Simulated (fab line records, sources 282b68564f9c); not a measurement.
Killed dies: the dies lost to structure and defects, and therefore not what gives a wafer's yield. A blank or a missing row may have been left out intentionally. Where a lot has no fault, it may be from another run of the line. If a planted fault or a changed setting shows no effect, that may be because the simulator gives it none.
fab line records ; flow rit-cmos
record lots=6; wafers=18; last-day=7
route steps=202 shown PWELL@49 WELLDRIVE@50 NWELL@51 NRETRO@53 M1@202
lots that met no fault: taken from a fault-free run of the same line
start-h: hours from the record's first day to the start of the lot's first wafer shown ; wait-h: hours elapsed since this lot's preceding step ; " same as the row above ; L1.1+2: one row covering several wafers at once ; - value missing, or start not given ; * or withheld: withheld ; < > ~ a bound
route shown NAME@n: names a module that has steps shown in the file, with the first one's number in the route ; usual: average and standard deviation across the fault-free wafers ; same: alike in all rows ; chamber/n: place in a boat ; sites: readings site by site ; _std_site: their standard deviation ; _edge_site: outer sites' mean less inner sites' ; radius-mm: for every site, how far away it sits from the centre of the wafer ; mask NAME#n: copy n ; behind: the most recent tool/chamber to have shaped the wafer ; hold: cause of the lot's hold/its duration in hours/its outcome ; device: the n, p or np transistor that did not switch ; end of line: tests run on the same wafers once the route is complete ; a step without rows: its recipe alone ; killed: count of dies lost to structure and defects at first sort (not the wafer's yield) ; map: a wafer's dies, x killed, . not, _ none there
set.NAME: the setting as run; set.NAME@STEP: as run at that earlier step ; model.NAME: the simulator's own value behind a step, which no gauge read
lots at selected steps of the route; one table per step, one row per wafer
services: the hour from which a tool's chamber was out of use, counted from the record's first day as start-h (under 0 if before that day), plus the number of hours and why
## steps
# step RIT_PWELL_TW_MEAS_10
# usual PWELL_TW=954/6.8
lot.wafer;tool;chamber;start-h;wait-h;PWELL_TW
L498.1;film-metro-03;-;28.69;0.1;957
L498.5;film-metro-03;-;28.69;0.1;960
L498.6;film-metro-03;-;28.69;0.1;960
L508.2;film-metro-02;-;77.61;0.1;954
L508.5;film-metro-02;-;77.61;0.1;950
L508.6;film-metro-02;-;77.61;0.1;956
L509.2;film-metro-03;-;82.81;0.1;959
L509.4;film-metro-03;-;82.81;0.1;963
L509.5;film-metro-03;-;82.81;0.1;963
L510.1;film-metro-01;-;87.47;0.1;945
L510.2;film-metro-01;-;87.47;0.1;944
L510.6;film-metro-01;-;87.47;0.1;947
L515.2;film-metro-02;-;112.63;0.1;951
L515.3;film-metro-02;-;112.63;0.1;954
L515.5;film-metro-02;-;112.63;0.1;952
L517.1;film-metro-02;-;125.06;0.1;947
L517.2;film-metro-02;-;125.06;0.1;947
L517.3;film-metro-02;-;125.06;0.1;945
# step RIT_WELLDRIVE_ANNEAL_00
# recipe temp-c=1100; time-s=14700; ambient=N2
# step RIT_WELLDRIVE_RS_MEAS_01
# recipe thk-meas-gauge=four-point-probe
# usual NWELL_RS=275.2/0.75
lot.wafer;tool;chamber;start-h;wait-h;NWELL_RS[ohm/sq]
L498.1;film-metro-02;-;33.83;0.0;275.1
L498.5;film-metro-02;-;33.83;0.0;275.6
L498.6;film-metro-02;-;33.83;0.0;275.9
L508.2;film-metro-02;-;82.76;0.0;275.8
L508.5;film-metro-02;-;82.76;0.0;275.8
L508.6;film-metro-02;-;82.76;0.0;276.2
L509.2;film-metro-02;-;87.96;0.0;275.3
L509.4;film-metro-02;-;87.96;0.0;274.6
L509.5;film-metro-02;-;87.96;0.0;275.3
L510.1;film-metro-02;-;92.61;0.0;276.3
L510.2;film-metro-02;-;92.61;0.0;275.8
L510.6;film-metro-02;-;92.61;0.0;276.3
L515.2;film-metro-03;-;117.86;0.0;277.0
L515.3;film-metro-03;-;117.86;0.0;276.3
L515.5;film-metro-03;-;117.86;0.0;277.2
L517.1;film-metro-02;-;130.20;0.0;273.9
L517.2;film-metro-02;-;130.20;0.0;273.5
L517.3;film-metro-02;-;130.20;0.0;274.3
# step RIT_WELLDRIVE_RS_MEAS_02
# recipe thk-meas-gauge=four-point-probe
# usual PWELL_RS=429.4/1.1
lot.wafer;tool;chamber;start-h;wait-h;PWELL_RS[ohm/sq]
L498.1;film-metro-02;-;33.95;0.1;429.6
L498.5;film-metro-02;-;33.95;0.1;428.2
L498.6;film-metro-02;-;33.95;0.1;429.4
L508.2;film-metro-02;-;82.88;0.1;429.4
L508.5;film-metro-02;-;82.88;0.1;430.1
L508.6;film-metro-02;-;82.88;0.1;429.3
L509.2;film-metro-02;-;88.08;0.1;429.4
L509.4;film-metro-02;-;88.08;0.1;429.6
L509.5;film-metro-02;-;88.08;0.1;430.1
L510.1;film-metro-02;-;92.73;0.1;431.1
L510.2;film-metro-02;-;92.73;0.1;430.3
L510.6;film-metro-02;-;92.73;0.1;429.9
L515.2;film-metro-03;-;117.98;0.1;430.9
L515.3;film-metro-03;-;117.98;0.1;429.2
L515.5;film-metro-03;-;117.98;0.1;429.8
L517.1;film-metro-02;-;130.32;0.1;429.5
L517.2;film-metro-02;-;130.32;0.1;429.9
L517.3;film-metro-02;-;130.32;0.1;429.0
# step RIT_NRETRO_HMDS_00
# recipe prime-time-s=60; prime-temp-c=140
# step RIT_NRETRO_COAT_01
# recipe resist=NOVOLAK; spin-rpm=2000; resist-thk-nm=1300
# step RIT_NRETRO_SOFTBAKE_02
# recipe resist=NOVOLAK; temp-c=90; time-s=60
# step RIT_NRETRO_EXPOSE_03
# recipe mask-id=M4; na=0.57; target-cd-nm=43900; dose-mj=250
# step RIT_NRETRO_PEB_04
# recipe resist=NOVOLAK; temp-c=withheld; time-s=withheld
# step RIT_NRETRO_DEVELOP_05
# recipe resist=NOVOLAK; develop-time-s=68; dev-temp-c=23
# step RIT_NRETRO_OVL_MEAS_06
# usual NRETRO_OVL=0.7/1.7
lot.wafer;tool;chamber;start-h;wait-h;NRETRO_OVL[nm]
L498.1;overlay-02;-;35.08;-;0.8
L498.5;overlay-02;-;35.08;-;-0.8
L498.6;overlay-02;-;35.08;-;1.3
L508.2;overlay-01;-;83.87;-;3.9
L508.5;overlay-01;-;83.87;-;2.1
L508.6;overlay-01;-;83.87;-;3.7
L509.2;overlay-02;-;89.19;-;-3.8
L509.4;overlay-02;-;89.19;-;-2.4
L509.5;overlay-02;-;89.19;-;-3.9
L510.1;overlay-02;-;93.86;-;2.1
L510.2;overlay-02;-;93.86;-;1.1
L510.6;overlay-02;-;93.86;-;2.2
L515.2;overlay-02;-;119.10;-;1.1
L515.3;overlay-02;-;119.10;-;1.0
L515.5;overlay-02;-;119.10;-;2.1
L517.1;overlay-02;-;131.44;-;-0.9
L517.2;overlay-02;-;131.44;-;0.8
L517.3;overlay-02;-;131.44;-;0.7
# step RIT_NRETRO_HARDBAKE_07
# recipe resist=NOVOLAK; temp-c=140; time-s=120
# step RIT_NRETRO_IMPLANT_08
# recipe species=P; energy-kev=70; dose-cm2=1e+13; tilt-deg=7
# usual beam-energy-keV=70.005/0.024
lot.wafer;tool;chamber;start-h;wait-h;beam-energy-keV;model.implant.rp-nm;model.implant.drp-nm
L498.1;implanter-04;0;35.36;0.2;70.016;85.28;33.94
L498.5;implanter-04;0;35.36;0.2;69.994;85.28;33.94
L498.6;implanter-04;0;35.36;0.2;70.007;85.28;33.94
L508.2;implanter-02;0;84.17;0.2;69.994;85.29;33.94
L508.5;implanter-02;0;84.17;0.2;69.999;85.29;33.94
L508.6;implanter-02;0;84.17;0.2;69.990;85.29;33.94
L509.2;implanter-02;0;89.50;0.2;75.272;86.85;36.07
L509.4;implanter-02;0;89.50;0.2;75.267;86.85;36.07
L509.5;implanter-02;0;89.50;0.2;75.277;86.85;36.07
L510.1;implanter-02;0;94.15;0.2;75.302;91.46;36.07
L510.2;implanter-02;0;94.15;0.2;75.277;91.46;36.07
L510.6;implanter-02;0;94.15;0.2;75.252;91.46;36.07
L515.2;implanter-03;0;119.41;0.2;70.010;84.73;33.94
L515.3;implanter-03;0;119.41;0.2;69.978;84.73;33.94
L515.5;implanter-03;0;119.41;0.2;70.014;84.73;33.94
L517.1;implanter-03;0;131.73;0.2;69.998;81.45;33.94
L517.2;implanter-03;0;131.73;0.2;69.973;81.45;33.94
L517.3;implanter-03;0;131.73;0.2;70.028;81.45;33.94
# step RIT_NRETRO_STRIP_09
# recipe chemistry=O2; time-s=180; resist=NOVOLAK; platen-temp-c=withheld; power-w=500; pressure-mtorr=4000; o2-flow-sccm=4000
# usual drypump-motor-current-A=5.8/0.6; rf-refl-power-W=5.9/1.3
lot.wafer;tool;chamber;start-h;wait-h;drypump-motor-current-A;rf-hours-counter-h;rf-refl-power-W
L498.1;plasma-asher-04;0;35.51;0.1;6.3;42;8.2
L498.5;plasma-asher-04;0;35.51;0.1;6.3;-;8.4
L498.6;plasma-asher-04;1;35.51;0.1;6.4;-;5.7
L508.2;plasma-asher-04;0;84.30;0.1;6.3;47;8.2
L508.5;plasma-asher-04;1;84.30;0.1;6.3;-;5.5
L508.6;plasma-asher-04;0;84.30;0.1;6.3;-;8.2
L509.2;plasma-asher-01;0;89.62;0.1;5.8;30;4.9
L509.4;plasma-asher-01;0;89.62;0.1;5.8;-;4.6
L509.5;plasma-asher-01;1;89.62;0.1;4.9;-;5.6
L510.1;plasma-asher-04;1;94.30;0.1;6.3;48;5.2
L510.2;plasma-asher-04;0;94.30;0.1;6.3;48;8.1
L510.6;plasma-asher-04;0;94.30;0.1;6.3;-;8.1
L515.2;plasma-asher-04;0;119.53;0.1;6.3;51;8.2
L515.3;plasma-asher-04;1;119.53;0.1;6.4;-;5.3
L515.5;plasma-asher-04;1;119.53;0.1;6.3;-;5.2
L517.1;plasma-asher-03;1;131.88;0.1;5.9;47;4.6
L517.2;plasma-asher-03;0;131.88;0.1;4.9;47;5.6
L517.3;plasma-asher-03;0;131.88;0.1;4.9;-;5.8
# step RIT_M1_PROBE_99
# usual killed-at-front-end=7/3; killed-dies=7/3; killed-open=3.5/2; killed-short=3.6/2.1
# same gross-dies=264; killed_at_M0_to_M3=0; killed_at_M4_up=0; killed-at-back-side=0; killed-at-contacts=0; killed-at-other=0
lot.wafer;tool;chamber;start-h;wait-h;killed-at-front-end;killed-dies;killed-open;killed-short;model.etest.cap-p-gate.c-min-ff-um2
L498.1;prober-02;-;62.53;0.1;11;11;6;5;2.316
L498.5;prober-02;-;62.73;0.2;3;3;2;1;2.323
L498.6;prober-02;-;62.78;0.2;7;7;4;3;2.328
L508.2;prober-02;-;113.80;0.1;8;8;2;6;2.331
L508.5;prober-02;-;113.95;0.2;8;8;6;2;2.334
L508.6;prober-02;-;114.00;0.2;10;10;4;6;2.326
L509.2;prober-01;-;118.94;0.1;7;7;4;3;2.306
L509.4;prober-01;-;119.04;0.2;4;4;2;2;2.326
L509.5;prober-01;-;119.09;0.2;11;11;5;6;2.317
L510.1;prober-02;-;126.05;0.1;9;9;4;5;2.333
L510.2;prober-02;-;126.10;0.1;9;9;1;8;2.316
L510.6;prober-02;-;126.30;0.2;9;9;2;7;2.326
L515.2;prober-02;-;147.97;0.1;4;4;2;2;2.331
L515.3;prober-02;-;148.02;0.2;3;3;1;2;2.324
L515.5;prober-02;-;148.12;0.2;4;4;1;3;2.332
L517.1;prober-02;-;161.43;0.1;8;8;3;5;2.35
L517.2;prober-02;-;161.48;0.1;4;4;2;2;2.351
L517.3;prober-02;-;161.53;0.2;10;10;4;6;2.355
# killed by level:class
L498.1 GATE:geometric-particle:open=4 FOX1:geometric-particle:short=3 REOX:geometric-particle:open=2 REOX:geometric-particle:short=1 SILICIDE:geometric-particle:short=1
L498.5 GATE:geometric-particle:open=2 REOX:geometric-particle:short=1
L498.6 FOX2:geometric-particle:short=2 GATE:geometric-particle:open=2 FOX1:geometric-particle:open=1 FOX2:geometric-particle:open=1 GATE:geometric-particle:short=1
L508.2 GATE:geometric-particle:short=5 FOX2:geometric-particle:short=1 FOX2:geometric-particle:open=1 GATE:geometric-particle:open=1
L508.5 FOX2:geometric-particle:open=2 GATE:geometric-particle:short=2 REOX:geometric-particle:open=2 FOX1:geometric-particle:open=1 GATE:geometric-particle:open=1
L508.6 GATE:geometric-particle:short=3 FOX1:geometric-particle:short=2 GATE:geometric-particle:open=1 REOX:geometric-particle:open=1 SPACER:geometric-particle:open=1 SILICIDE:geometric-particle:open=1 SILICIDE:geometric-particle:short=1
L509.2 FOX1:geometric-particle:short=2 FOX1:geometric-particle:open=2 FOX2:geometric-particle:open=1 GATE:geometric-particle:short=1 SILICIDE:geometric-particle:open=1
L509.4 REOX:geometric-particle:short=2 REOX:geometric-particle:open=1 SPACER:geometric-particle:open=1
L509.5 GATE:geometric-particle:short=4 GATE:geometric-particle:open=2 SILICIDE:geometric-particle:open=2 FOX2:geometric-particle:open=1 REOX:geometric-particle:short=1 SPACER:geometric-particle:short=1
L510.1 SILICIDE:geometric-particle:short=3 GATE:geometric-particle:open=2 FOX1:geometric-particle:open=1 GATE:geometric-particle:short=1 REOX:geometric-particle:open=1 SPACER:geometric-particle:short=1
L510.2 REOX:geometric-particle:short=3 SPACER:geometric-particle:short=3 SILICIDE:geometric-particle:short=2 REOX:geometric-particle:open=1
L510.6 SPACER:geometric-particle:short=4 REOX:geometric-particle:short=2 FOX2:geometric-particle:open=1 GATE:geometric-particle:short=1 GATE:geometric-particle:open=1
L515.2 FOX2:geometric-particle:open=1 GATE:geometric-particle:open=1 GATE:geometric-particle:short=1 SILICIDE:geometric-particle:short=1
L515.3 GATE:geometric-particle:short=1 GATE:geometric-particle:open=1 SILICIDE:geometric-particle:short=1
L515.5 SILICIDE:geometric-particle:short=2 GATE:geometric-particle:open=1 GATE:geometric-particle:short=1
L517.1 FOX2:geometric-particle:short=2 GATE:geometric-particle:short=2 SPACER:geometric-particle:open=2 SILICIDE:geometric-particle:open=1 SILICIDE:geometric-particle:short=1
L517.2 FOX1:geometric-particle:open=1 GATE:geometric-particle:open=1 GATE:geometric-particle:short=1 SILICIDE:geometric-particle:short=1
L517.3 GATE:geometric-particle:short=2 SPACER:geometric-particle:open=2 SILICIDE:geometric-particle:short=2 ACTIVE:geometric-particle:short=1 GATE:geometric-particle:open=1 REOX:geometric-particle:open=1 REOX:geometric-particle:short=1
## services
tool;chamber;start-h;hours;kind
plasma-asher-01;-;14.71;0.3;repair
implanter-04;-;19.78;6.1;repair
plasma-asher-04;-;21.50;2.6;repair
implanter-02;-;22.08;0.7;repair
implanter-02;-;47.28;2.8;repair
plasma-asher-01;-;98.37;0.4;repair
plasma-asher-01;-;103.03;2.8;pm
plasma-asher-04;-;125.04;2.2;repair
implanter-03;-;125.97;4.0;repair
## key
first-sign step=RIT_NRETRO_IMPLANT_08; reading=beam-energy-keV; direction=up; sigmas=99+; usual=70.005; struck=75.274
effect none on later readings
model-effect step=RIT_NRETRO_IMPLANT_08; value=implant.rp-nm; without=82.73; struck=89.15
model-effect step=RIT_M1_PROBE_99; value=etest.cap-p-gate.c-min-ff-um2; without=2.341; struck=2.321
met-at RIT_NRETRO_IMPLANT_08
struck-wafers L509.2,L509.4,L509.5,L510.1,L510.2,L510.6
tester-left-out L509,L510
onset-between 84.17 89.50
fault kind=process-parameter-drift; tool=implanter-02; chamber=-; onset-h=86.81; steps=RIT_NRETRO_IMPLANT_08; channel=energy-kev; offset=5.2802; shape=step; end-h=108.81; acts-in=these-recipes-only; stated=70
# tester-left-out: of these lots the tester's yield and bins aren't shown, on N5 and GAA mostly nor the transistor test; their killed dies are dies lost to structure and defects alone, not to doping, threshold or leakage, so they don't give the yield
